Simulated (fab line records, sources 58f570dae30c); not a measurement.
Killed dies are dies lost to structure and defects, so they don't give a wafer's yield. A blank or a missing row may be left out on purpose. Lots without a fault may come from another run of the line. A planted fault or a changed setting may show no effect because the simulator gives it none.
Which tool did it? | flow berkeley_cmos170 | 14 lots, 42 wafers sampled, at 4 steps of a route of 331

WHAT THE GAUGES READ, wafer by wafer
UCB170_NWELL_OVL_MEAS_12. Usual: NWELL_OVL 2 nm, standard deviation 4.9.
lot  | measured    | on         | NWELL_OVL (nm) | flag
L100 | day 2 05:37 | overlay-01 | -2 6 -1        |
L101 | day 2 11:53 | overlay-02 | 0 1 3          |
L102 | day 2 16:22 | overlay-01 | 11 1 3         |
L106 | day 3 17:14 | overlay-01 | 2 -1 5         |
L107 | day 3 21:18 | overlay-01 | 9 9 3          |
L112 | day 4 22:51 | overlay-01 | 4 2 0          |
L114 | day 5 07:06 | overlay-02 | 6 8 8          |
L115 | day 5 08:27 | overlay-01 | 1 5 -3         |
L116 | day 5 13:17 | overlay-02 | 11 7 8         |
L117 | day 5 19:09 | overlay-01 | -3 0 -6        |
L118 | day 5 22:05 | overlay-02 | -3 -4 8        |
L119 | day 6 07:37 | overlay-01 | -10 -10 -8     |
L121 | day 6 12:23 | overlay-01 | 5 5 1          |
L123 | day 7 01:41 | overlay-02 | -1 0 2         |

UCB170_M3_CD_MEAS_90: target cd 700 nm. Usual: cd_nm 700.2 nm, standard deviation 2.
lot  | measured     | on        | cd_nm (nm)        | flag
L100 | day 7 14:07  | cd_sem-01 | 699.3 699.2 698.1 |
L101 | day 7 22:13  | cd_sem-02 | 701.0 700.6 701.1 |
L102 | day 8 17:02  | cd_sem-01 | 697.9 698.3 700.1 |
L106 | day 9 07:25  | cd_sem-01 | 700.8 702.1 699.4 |
L107 | day 9 11:13  | cd_sem-02 | 701.2 700.2 699.5 |
L112 | day 10 03:05 | cd_sem-02 | 697.7 698.5 699.7 |
L114 | day 10 14:53 | cd_sem-02 | 699.8 700.6 700.4 |
L115 | day 10 15:08 | cd_sem-02 | 700.3 701.4 700.3 |
L116 | day 10 22:47 | cd_sem-01 | 699.4 697.0 696.8 |
L117 | day 11 03:19 | cd_sem-02 | 699.4 700.5 699.8 |
L118 | day 11 02:45 | cd_sem-01 | 702.5 700.4 698.9 |
L119 | day 11 23:44 | cd_sem-01 | 700.3 701.3 703.1 |
L121 | day 11 23:10 | cd_sem-01 | 701.6 699.0 702.4 |
L123 | day 12 12:12 | cd_sem-02 | 697.1 696.9 699.4 |

WHICH TOOL RAN EACH LOT (tool, then ch and the chambers of the sampled wafers, then the start)
lot  | UCB170_PWELL_STRIP_16               | UCB170_M1_ETCH_11
L100 | plasma_asher-04 ch 0,1, day 2 22:37 | rie_diel-03 ch 0,1,3, day 7 00:23
L101 | plasma_asher-04 ch 0,1, day 3 08:22 | rie_diel-01 ch 0,2,3, day 7 06:31
L102 | plasma_asher-03 ch 0,1, day 3 15:34 | rie_diel-01 ch 0,2, day 7 23:44
L106 | plasma_asher-03 ch 0,1, day 4 12:22 | rie_diel-03 ch 1,2,3, day 8 17:19
L107 | plasma_asher-03 ch 0,1, day 4 15:39 | rie_diel-03 ch 0,2, day 8 14:58
L112 | plasma_asher-03 ch 0,1, day 5 16:02 | rie_diel-04 ch 0,2,3, day 9 12:30
L114 | plasma_asher-04 ch 0,1, day 6 03:29 | rie_diel-01 ch 1,2,3, day 9 22:59
L115 | plasma_asher-01 ch 0,1, day 6 03:13 | rie_diel-04 ch 0,1,2, day 9 23:10
L116 | plasma_asher-03 ch 0,1, day 6 06:42 | rie_diel-04 ch 1,2,3, day 10 04:18
L117 | plasma_asher-01 ch 0,1, day 6 11:33 | rie_diel-03 ch 0,3, day 10 13:00
L118 | plasma_asher-04 ch 0,1, day 6 11:49 | rie_diel-04 ch 1,2, day 10 12:29
L119 | plasma_asher-04 ch 0,1, day 7 04:40 | rie_diel-04 ch 0,1,2, day 11 02:08
L121 | plasma_asher-01 ch 0,1, day 7 04:55 | rie_diel-04 ch 0,2, day 11 03:08
L123 | plasma_asher-04 ch 0,1, day 7 21:11 | rie_diel-01 ch 1,3, day 11 18:11
- UCB170_PWELL_STRIP_16: strips in O2.
- UCB170_M1_ETCH_11: etches BARC in N2/H2.

WHAT THE TOOLS THEMSELVES READ (means of the sampled wafers that have a number; where no wafer has one, the mark that the record gives instead)
UCB170_PWELL_STRIP_16. Usual: drypump_motor_current_A 5.7 A, standard deviation 0.48; oes_product_au 0.721 a.u., standard deviation 0.0045; strip_time_to_endpoint_s 18.09 s, standard deviation 0.063.
lot  | tool            | drypump_motor_current_A (A) | oes_product_au (a.u.) | strip_time_to_endpoint_s (s) | flag
L100 | plasma_asher-04 | 6.1                         | 0.723                 | 18.15                        |
L101 | plasma_asher-04 | 6.0                         | 0.721                 | 18.11                        |
L102 | plasma_asher-03 | 5.2                         | 0.722                 | 18.08                        |
L106 | plasma_asher-03 | 5.3                         | 0.722                 | 18.09                        |
L107 | plasma_asher-03 | 5.3                         | 0.723                 | 18.09                        |
L112 | plasma_asher-03 | 5.3                         | 0.695                 | 18.10                        | OFF
L114 | plasma_asher-04 | 6.2                         | 0.719                 | 18.08                        |
L115 | plasma_asher-01 | 5.5                         | 0.719                 | 18.14                        |
L116 | plasma_asher-03 | 5.3                         | 0.694                 | 18.06                        | OFF
L117 | plasma_asher-01 | 5.8                         | 0.723                 | 18.07                        |
L118 | plasma_asher-04 | 6.1                         | 0.723                 | 17.99                        |
L119 | plasma_asher-04 | 6.2                         | 0.720                 | 18.06                        |
L121 | plasma_asher-01 | 5.9                         | 0.722                 | 18.03                        |
L123 | plasma_asher-04 | 6.0                         | 0.725                 | 18.12                        |

UCB170_M1_ETCH_11. Usual: bias_w 100.02 W, standard deviation 0.3; drypump_motor_current_A 6.0 A, standard deviation 0.55; oes_product_au 1.010 a.u., standard deviation 0.015; throttle_valve_pct 13.26 %, standard deviation 0.18.
lot  | tool        | bias_w (W) | drypump_motor_current_A (A) | oes_product_au (a.u.) | throttle_valve_pct (%) | flag
L100 | rie_diel-03 | 99.97      | 5.9                         | 1.018                 | 13.37                  |
L101 | rie_diel-01 | 99.93      | 6.5                         | 1.004                 | 13.29                  |
L102 | rie_diel-01 | 100.23     | 6.6                         | 1.006                 | 13.36                  |
L106 | rie_diel-03 | 99.77      | 5.8                         | 1.015                 | 13.35                  |
L107 | rie_diel-03 | 100.23     | 5.7                         | 1.009                 | 13.29                  |
L112 | rie_diel-04 | 100.10     | 5.9                         | 1.010                 | 13.33                  |
L114 | rie_diel-01 | 100.02     | 6.1                         | 1.009                 | 13.11                  |
L115 | rie_diel-04 | 100.12     | 5.7                         | 1.010                 | 13.23                  |
L116 | rie_diel-04 | 100.01     | 6.2                         | 0.990                 | 13.18                  |
L117 | rie_diel-03 | 100.37     | 5.9                         | 1.024                 | 13.36                  |
L118 | rie_diel-04 | 99.98      | 6.3                         | 0.989                 | 13.07                  |
L119 | rie_diel-04 | 100.21     | 5.7                         | 1.007                 | 13.23                  |
L121 | rie_diel-04 | 100.41     | 6.1                         | 1.003                 | 13.22                  |
L123 | rie_diel-01 | 100.30     | 5.6                         | 1.010                 | 13.11                  |

THE ANSWER, worked out from the rows above alone
Rule: a lot is off if the mean of its wafers that have a number lies more than 3 standard deviations from the usual mean. A lot without any number at a reading at which 4 lots or more have one is off too. The other lots that the step has rows for count as sound. The gauges are gone through in route order, then the tools' own readings, and for those a lot's mean is taken as printed above. The first step at which some lot is off is used, and at that step the reading that is off furthest; a lot without a number counts as furthest.
Off: L112, L116, at UCB170_PWELL_STRIP_16 (oes_product_au).
A tool fits if, at that step or a process step before it, it ran every lot that is off, and no sound lot after the first of them. One fits: plasma_asher-03 at UCB170_PWELL_STRIP_16. Its last sound lot is L107 (day 4 15:39), its first lot that is off L112 (day 5 16:02): a fault that began between those two fits.
The tool's own readings at UCB170_PWELL_STRIP_16 bear it out: on the lots that are off they differ by more than 5 times the standard deviation of the sound lots' means. oes_product_au reads 0.694 a.u. there against 0.722 a.u. on the sound lots.

WHAT THE SIMULATOR HAD PUT IN
Process parameter drift: plasma_asher-03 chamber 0, from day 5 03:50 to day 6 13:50, at UCB170_PWELL_STRIP_16. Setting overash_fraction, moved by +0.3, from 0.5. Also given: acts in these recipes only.
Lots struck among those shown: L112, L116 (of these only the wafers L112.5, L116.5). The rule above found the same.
